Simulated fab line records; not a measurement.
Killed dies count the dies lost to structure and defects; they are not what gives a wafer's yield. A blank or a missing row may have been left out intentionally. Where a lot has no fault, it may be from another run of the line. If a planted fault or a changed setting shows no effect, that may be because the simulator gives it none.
fab line records ; flow ritCmos
[record] lots = 14; wafers = 42; lastDay = 7
route steps=202 shown GATE@77 M1@202
lots that met no fault: from a run of the same line without faults
startH: start of the lot's first displayed wafer, in hours after the record's first day ; waitH: time in hours since the lot's previous step ; " unchanged from the row above ; L1.1+2: several wafers, shown together as one row ; - no value present, or no start provided ; * or withheld: withheld ; < > ~ a bound
route shown NAME@n: a module of which the file shows steps, and the number in the route of the first ; usual: average and standard deviation across the fault-free wafers ; same: alike in all rows ; chamber/n: place in a boat ; sites: readings site by site ; _std_site: how widely they spread, as a standard deviation ; _edge_site: the outer-site mean with the inner-site mean subtracted ; radiusMm: how far each site lies from the wafer's centre ; mask NAME#n: copy n ; behind: the last tool/chamber to shape the wafer ; hold: reason for holding the lot/hours on hold/outcome of the hold ; device: names the non-switching transistor (n, p or np) ; end of line: the tests these same wafers got at the end of their route ; a step with no rows: only its recipe ; killed: count of dies lost to structure and defects at first sort (not the wafer's yield) ; map: a wafer's dies, x killed, . not, _ none there
set.NAME: the run value of the setting; set.NAME@STEP: its run value at that earlier step ; model.NAME: the simulator's own value behind a step, which no gauge read
steps of the route over a sample of lots; a table a step, a row a wafer
services: when a tool's chamber went out of use (startH, in hours from the record's first day, below 0 if earlier), for how many hours, and the reason
[[steps]]
[step RIT_GATE_CLEAN_02]
[recipe] chemistry = dHF; dilution = 50:1; timeS = 30
lot.wafer;tool;chamber;startH;waitH
L732.3+4+6;wetBench-01;1;33.02;0.0
L733.1+4+5;wetBench-01;1;37.53;0.0
L734.3+5+6;wetBench-02;3;41.25;0.0
L735.1+2+5;wetBench-02;2;46.54;0.0
L736.2+3+4;wetBench-02;2;51.83;0.0
L739.1+2+4;wetBench-01;0;67.09;0.0
L740.1+2+5;wetBench-02;0;71.38;0.0
L742.2+5+6;wetBench-03;2;81.82;0.0
L743.2+4+6;wetBench-03;2;88.33;0.0
L746.3+4+5;wetBench-03;2;103.29;0.0
L750.1+4+5;wetBench-03;3;121.87;0.0
L751.2+3+5;wetBench-03;1;127.13;0.0
L752.1+2+5;wetBench-01;3;131.59;0.0
L755.2+4+6;wetBench-01;2;147.82;0.0
[step RIT_M1_PROBE_99]
[usual] killed_at_M0_to_M3 = 0.0/0.083; killedAtContacts = 0.1/0.36; killedAtFrontEnd = 7.2/2.9; killedDies = 7.4/2.9; killedOnRim = 2.0/1.5; killedOpen = 3.8/2; killedShort = 3.5/2
[same] grossDies = 264; killed_at_M4_up = 0; killedAtBackSide = 0; killedAtOther = 0
lot.wafer;tool;chamber;startH;waitH;killed_at_M0_to_M3;killedAtContacts;killedAtFrontEnd;killedDies;killedOnRim;killedOpen;killedShort
L739.1;prober-01;-;94.13;0.1;0;0;11;11;3;5;6
L739.2;prober-01;-;94.18;0.1;0;0;5;5;0;4;1
L739.4;prober-01;-;94.28;0.2;0;0;4;4;1;3;1
L742.2;prober-02;-;107.55;0.1;0;0;4;4;1;3;1
L742.5;prober-02;-;107.70;0.2;0;1;4;5;1;2;3
L742.6;prober-02;-;107.75;0.2;0;0;8;8;2;2;6
L743.2;prober-02;-;118.29;0.1;0;0;23;23;9;1;5
L743.4;prober-02;-;118.39;0.2;0;0;24;24;9;3;3
L743.6;prober-02;-;118.49;0.2;0;0;28;28;10;4;5
L746.3;prober-01;-;128.85;0.2;0;0;29;29;13;3;3
L746.4;prober-01;-;128.90;0.2;0;0;23;23;9;3;3
L746.5;prober-01;-;128.95;0.2;0;0;26;26;10;4;3
L750.1;prober-01;-;147.11;0.1;0;0;3;3;1;3;0
L750.4;prober-01;-;147.26;0.2;0;0;4;4;1;2;1
L750.5;prober-01;-;147.31;0.2;0;0;7;7;2;2;4
L755.2;prober-02;-;172.30;0.1;0;2;3;5;3;3;2
L755.4;prober-02;-;172.40;0.2;0;0;8;8;2;7;1
L755.6;prober-02;-;172.50;0.2;0;0;1;1;0;0;1
// killed by level:class
L739.1 GATE:geometricParticle:short=3 FOX1:geometricParticle:open=2 SPACER:geometricParticle:open=2 SPACER:geometricParticle:short=2 FOX1:geometricParticle:short=1 GATE:geometricParticle:open=1
L739.2 GATE:geometricParticle:open=3 GATE:geometricParticle:short=1 SPACER:geometricParticle:open=1
L739.4 GATE:geometricParticle:open=2 FOX1:geometricParticle:short=1 SPACER:geometricParticle:open=1
L742.2 FOX1:geometricParticle:short=1 REOX:geometricParticle:open=1 SPACER:geometricParticle:open=1 SILICIDE:geometricParticle:open=1
L742.5 REOX:geometricParticle:short=2 FOX1:geometricParticle:open=1 REOX:geometricParticle:open=1 CONTACT:geometricParticle:short=1
L742.6 FOX1:geometricParticle:open=2 FOX1:geometricParticle:short=2 SPACER:geometricParticle:short=2 FOX2:geometricParticle:short=1 REOX:geometricParticle:short=1
L743.2 GATE:unspecified=17 SILICIDE:geometricParticle:short=2 FOX1:geometricParticle:short=1 GATE:geometricParticle:open=1 GATE:geometricParticle:short=1 SPACER:geometricParticle:short=1
L743.4 GATE:unspecified=18 FOX1:geometricParticle:short=1 FOX1:geometricParticle:open=1 GATE:geometricParticle:short=1 REOX:geometricParticle:open=1 SPACER:geometricParticle:open=1 SPACER:geometricParticle:short=1
L743.6 GATE:unspecified=19 GATE:geometricParticle:short=3 FOX2:geometricParticle:open=1 FOX2:geometricParticle:short=1 GATE:geometricParticle:open=1 REOX:geometricParticle:open=1 SPACER:geometricParticle:short=1 SPACER:geometricParticle:open=1
L746.3 GATE:unspecified=22 FOX2:geometricParticle:short=1 GATE:geometricParticle:short=1 REOX:geometricParticle:open=1 REOX:geometricParticle:short=1 SPACER:geometricParticle:open=1 SILICIDE:geometricParticle:open=1 NRETRO:coatMicrobubblePrinted=1
L746.4 GATE:unspecified=17 SPACER:geometricParticle:short=2 GATE:geometricParticle:short=1 GATE:geometricParticle:open=1 SPACER:geometricParticle:open=1 SILICIDE:geometricParticle:open=1
L746.5 GATE:unspecified=19 SILICIDE:geometricParticle:short=2 GATE:geometricParticle:short=1 GATE:geometricParticle:open=1 REOX:geometricParticle:open=1 SPACER:geometricParticle:open=1 SILICIDE:geometricParticle:open=1
L750.1 FOX1:geometricParticle:open=1 GATE:geometricParticle:open=1 REOX:geometricParticle:open=1
L750.4 FOX1:geometricParticle:short=1 FOX2:geometricParticle:open=1 SPACER:geometricParticle:open=1 NLDD:coatMicrobubblePrinted=1
L750.5 GATE:geometricParticle:short=3 GATE:geometricParticle:open=2 REOX:geometricParticle:short=1 NLDD:coatMicrobubblePrinted=1
L755.2 FOX1:geometricParticle:short=1 FOX1:geometricParticle:open=1 FOX2:geometricParticle:open=1 CONTACT:geometricParticle:short=1 CONTACT:geometricParticle:open=1
L755.4 FOX1:geometricParticle:open=3 SPACER:geometricParticle:open=2 FOX1:geometricParticle:short=1 GATE:geometricParticle:open=1 SILICIDE:geometricParticle:open=1
L755.6 GATE:geometricParticle:short=1
[[services]]
tool;chamber;startH;hours;kind
wetBench-02;-;35.34;3.2;repair
wetBench-02;-;90.71;2.7;repair
[[key]]
[firstSign] step = RIT_M1_PROBE_99; reading = killedAtFrontEnd; direction = up; sigmas = 6.3; usual = 7.2; struck = 25.5
[effect] step = RIT_M1_PROBE_99; reading = killedDies; direction = up; sigmas = 6.2; usual = 7.4; struck = 25.5
metAt RIT_GATE_CLEAN_02
struckLots L743,L746
struckWafers L743.2,L743.4,L743.6,L746.3,L746.4,L746.5
testerLeftOut L743,L746
onsetBetween 81.82 88.33
[fault] kind = chamberParticleSource; tool = wetBench-03; chamber = 2; onsetH = 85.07; steps = RIT_GATE_CLEAN_02; ratePerVisitCm2 = 1.8321; endH = 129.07
// testerLeftOut: of these lots the tester's yield and bins aren't shown, on N5 and GAA mostly nor the transistor test; their killed dies are dies lost to structure and defects alone, not to doping, threshold or leakage, so they don't give the yield
